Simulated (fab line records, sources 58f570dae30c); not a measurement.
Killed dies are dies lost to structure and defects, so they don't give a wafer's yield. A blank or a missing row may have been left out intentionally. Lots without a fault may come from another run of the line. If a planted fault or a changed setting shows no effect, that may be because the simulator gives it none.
Chamber matching :: flow berkeley-cmos170 :: rie-diel-04 running UCB170_CONTACT_ETCH_17: 4 sister chambers
The step etches BARC in N2/H2. 8 wafers are shown with their chamber, then 7 later ones without.

WAFERS PAIRED WITH THEIR CHAMBERS
wafer: L207.6
chamber: 3
throttle-valve-pct (%): 13.37
oes-product-au (a.u.): 0.980

wafer: L214.4
chamber: 1
throttle-valve-pct (%): 13.22
oes-product-au (a.u.): 1.029

wafer: L215.1
chamber: 2
throttle-valve-pct (%): 13.22
oes-product-au (a.u.): 0.975

wafer: L215.4
chamber: 0
throttle-valve-pct (%): 13.13
oes-product-au (a.u.): 0.991

wafer: L215.5
chamber: 3
throttle-valve-pct (%): 13.38
oes-product-au (a.u.): 0.974

wafer: L220.1
chamber: 2
throttle-valve-pct (%): 13.19
oes-product-au (a.u.): 0.963

wafer: L220.3
chamber: 1
throttle-valve-pct (%): 13.20
oes-product-au (a.u.): 1.012

wafer: L220.6
chamber: 0
throttle-valve-pct (%): 13.11
oes-product-au (a.u.): 0.991

WAFERS WITHOUT THEIR CHAMBER
wafer: L221.1
throttle-valve-pct (%): 13.21
oes-product-au (a.u.): 0.961

wafer: L221.2
throttle-valve-pct (%): 13.12
oes-product-au (a.u.): 0.994

wafer: L221.6
throttle-valve-pct (%): 13.19
oes-product-au (a.u.): 1.015

wafer: L223.4
throttle-valve-pct (%): 13.13
oes-product-au (a.u.): 0.992

wafer: L223.5
throttle-valve-pct (%): 13.35
oes-product-au (a.u.): 0.968

wafer: L225.1
throttle-valve-pct (%): 13.20
oes-product-au (a.u.): 1.023

wafer: L225.3
throttle-valve-pct (%): 13.36
oes-product-au (a.u.): 0.977

THE CHAMBER EACH PASSED THROUGH
wafer: L221.1
from the rows above: 2
in truth: 2

wafer: L221.2
from the rows above: 0
in truth: 0

wafer: L221.6
from the rows above: 1
in truth: 1

wafer: L223.4
from the rows above: 0
in truth: 0

wafer: L223.5
from the rows above: 3
in truth: 3

wafer: L225.1
from the rows above: 1
in truth: 1

wafer: L225.3
from the rows above: 3
in truth: 3
7 of 7 placed correctly. Can't be placed from these rows: 0. Wrongly placed: 0.
How it was worked out, from the rows above alone: a wafer's distance from a chamber is the root of the sum, over the readings, of the square of ((its reading less the chamber's mean) divided by the reading's scatter). The wafer belongs to the nearest chamber; if the next one is less than 2 further off, it can't be placed. Each chamber's mean is taken over the wafers shown for it. The scatter is the square root of a quotient: the sum, over the shown wafers, of each reading's squared deviation from its chamber's mean, divided by wafers minus chambers.
